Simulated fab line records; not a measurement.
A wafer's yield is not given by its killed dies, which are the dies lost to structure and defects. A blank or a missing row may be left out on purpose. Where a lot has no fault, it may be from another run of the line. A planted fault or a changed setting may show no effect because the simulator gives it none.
Comparing a struck lot with a sound one / flow rit cmos / 14 steps out of a route of 202
Sound: these wafers, L925.3, L925.4, L925.5. The struck wafers were L916.1, L916.4, L916.5. At the end, the cause is stated.
Each step with rows lists, per side, the tool, then ch with its chambers, then its first start. Under that, the readings that differ: sound wafers / struck wafers / difference of the means / sigmas: that difference in standard deviations of wafers without a fault.
alike: words and numbers the same on both sides, and readings whose means are apart by under 2 such deviations; not compared: readings that were withheld, readings missing a value for some wafer, numbers with overlapping values and no deviation given by the record, and bounds like >300 which may hide the same value.
A row with sigmas, a row that says differs or no value, or rows on one side alone: a step with any of these is where the two part. Numbers that don't overlap but have no deviation are shown without sigmas and don't part them. A reading missing from all wafers of one side parts the sides only when that side holds two or more wafers.

RIT_PWELL_OVL_MEAS_06:
  struck on overlay-01, day 3 04:38; sound on overlay-02, day 4 22:49
  alike: PWELL_OVL
then, 2 steps without rows for these wafers: RIT_PWELL_HARDBAKE_07 (time 120 s); RIT_PWELL_IMPLANT_08.
RIT_PWELL_STRIP_09: strips in O2, time 180 s.
  sound on plasma asher-03 ch 0,1, day 4 23:17; struck on plasma asher-03 ch 0,1, day 3 05:04
  alike: drypump motor current A
  not compared: rf hours counter h
RIT_PWELL_TW_MEAS_10:
  struck on film metro-04, day 3 05:15; sound on film metro-02, day 4 23:25
  alike: PWELL_TW
then, 1 step without rows for these wafers: RIT_WELLDRIVE_ANNEAL_00 (time 14700 s).
RIT_WELLDRIVE_RS_MEAS_01: measurement is done with a four-point probe.
  struck on film metro-03, day 3 11:16; sound on film metro-02, day 5 04:35
  alike: NWELL_RS
RIT_WELLDRIVE_RS_MEAS_02: measurement is done with a four-point probe.
  struck on film metro-03, day 3 11:23; sound on film metro-02, day 5 04:43
  alike: PWELL_RS
then, 4 steps without rows for these wafers: RIT_NRETRO_HMDS_00 (prime time 60 s); RIT_NRETRO_COAT_01 (resist thk 1300 nm); RIT_NRETRO_SOFTBAKE_02 (time 60 s); RIT_NRETRO_EXPOSE_03 (exposes mask M4, target cd 43900 nm).
RIT_NRETRO_PEB_04:
  struck on litho track-04, day 3 12:11; sound on litho track-01 ch 0, day 5 05:32
reading=exhaust pa (Pa); sound=45.2 45.4 46.4; struck=- - -; difference=no value on the struck wafers; sigmas=
  not compared: chill plate temp C
then, 1 step without rows for these wafers: RIT_NRETRO_DEVELOP_05 (develop time 68 s).

== WHERE THEY PART ==
At RIT_NRETRO_PEB_04 and nowhere else, as far as this record goes.

WHY: whatever the simulator had introduced
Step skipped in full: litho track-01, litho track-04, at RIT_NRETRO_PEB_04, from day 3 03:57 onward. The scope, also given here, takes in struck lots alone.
